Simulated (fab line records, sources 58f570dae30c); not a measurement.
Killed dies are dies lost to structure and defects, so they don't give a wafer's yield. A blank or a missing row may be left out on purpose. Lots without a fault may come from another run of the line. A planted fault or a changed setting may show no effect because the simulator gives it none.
Tool commonality check | flow berkeley_cmos170 | 14 lots, 42 wafers sampled

WHY IT WAS OPENED
At UCB170_SPACER_THK_MEAS_01 the reading SPACER_TEOS_THK is flagged on 2 of 14 lots. Wafers without a fault read 375 nm, standard deviation 5.4.
Rule: a lot is flagged when every wafer of it that has a number lies more than 4 standard deviations from that mean, or none has a number. The other lots count as sound.

lot  | measured     | on            | SPACER_TEOS_THK (nm), wafer by wafer | flag
L911 | day 6 22:02  | film_metro-02 | 371 382 384                          |
L916 | day 7 14:41  | film_metro-03 | 744 755 765                          | FLAGGED
L914 | day 7 14:47  | film_metro-02 | 747 756 750                          | FLAGGED
L915 | day 7 14:52  | film_metro-02 | 373 383 379                          |
L921 | day 8 13:31  | film_metro-03 | 370 373 376                          |
L924 | day 9 19:56  | film_metro-03 | 371 371 370                          |
L926 | day 9 20:53  | film_metro-02 | 374 379 381                          |
L928 | day 9 21:37  | film_metro-03 | 374 380 381                          |
L925 | day 9 22:11  | film_metro-01 | 376 377 376                          |
L927 | day 10 00:32 | film_metro-02 | 372 375 376                          |
L929 | day 10 00:32 | film_metro-01 | 367 380 383                          |
L931 | day 10 14:52 | film_metro-02 | 361 369 371                          |
L932 | day 10 23:14 | film_metro-01 | 370 365 370                          |
L933 | day 11 10:38 | film_metro-03 | 369 377 378                          |
The numbers of the flagged lots are 753 nm on average: +378 nm against the usual, or +70 standard deviations.

WHICH TOOL RAN EACH LOT
The record holds 1 process step before the reading, out of a route of 331 steps. In each cell: the tool, then ch and the chambers that the sampled wafers went through, then the start.
lot  | flag    | UCB170_SPACER_CVD_00
L911 |         | pecvd-02 ch 0,1,2, day 6 21:59
L916 | FLAGGED | pecvd-04 ch 0,2, day 7 14:26
L914 | FLAGGED | pecvd-02 ch 0,1,2, day 7 14:26
L915 |         | pecvd-01 ch 0,1, day 7 14:49
L921 |         | pecvd-04 ch 0,1, day 8 13:28
L924 |         | pecvd-01 ch 0,1,2, day 9 19:53
L926 |         | pecvd-02 ch 1,2, day 9 20:51
L928 |         | pecvd-04 ch 0,1,2, day 9 21:34
L925 |         | pecvd-01 ch 0,1,2, day 9 22:08
L927 |         | pecvd-04 ch 0,1,2, day 10 00:30
L929 |         | pecvd-02 ch 1,2, day 10 00:30
L931 |         | pecvd-04 ch 0,1,2, day 10 14:48
L932 |         | pecvd-01 ch 1,2, day 10 23:11
L933 |         | pecvd-01 ch 0,1, day 11 10:35
What these steps do:
- UCB170_SPACER_CVD_00: deposits SiO2 from TEOS/O2, target thk 376 nm, time 47 s.
- UCB170_SPACER_THK_MEAS_01

FLAGGED OVER TOTAL, TOOL BY TOOL (the gauges that took the reading come last)
step                      | tool          | lots run | flagged | share of the flagged lots | sound lots run after its first flagged lot
UCB170_SPACER_CVD_00      | pecvd-01      | 5        | 0       | none                      | -
UCB170_SPACER_CVD_00      | pecvd-02      | 4        | 1       | some                      | 2 (L926,L929)
UCB170_SPACER_CVD_00      | pecvd-04      | 5        | 1       | some                      | 4 (L921,L928,L927,L931)
UCB170_SPACER_THK_MEAS_01 | film_metro-01 | 3        | 0       | none                      | -
UCB170_SPACER_THK_MEAS_01 | film_metro-02 | 6        | 1       | some                      | 4 (L915,L926,L927,L931)
UCB170_SPACER_THK_MEAS_01 | film_metro-03 | 5        | 1       | some                      | 4 (L921,L924,L928,L933)

WHAT THE TABLE ALLOWS
No row of the table ran every flagged lot.

WHAT THE SIMULATOR HAD PUT IN
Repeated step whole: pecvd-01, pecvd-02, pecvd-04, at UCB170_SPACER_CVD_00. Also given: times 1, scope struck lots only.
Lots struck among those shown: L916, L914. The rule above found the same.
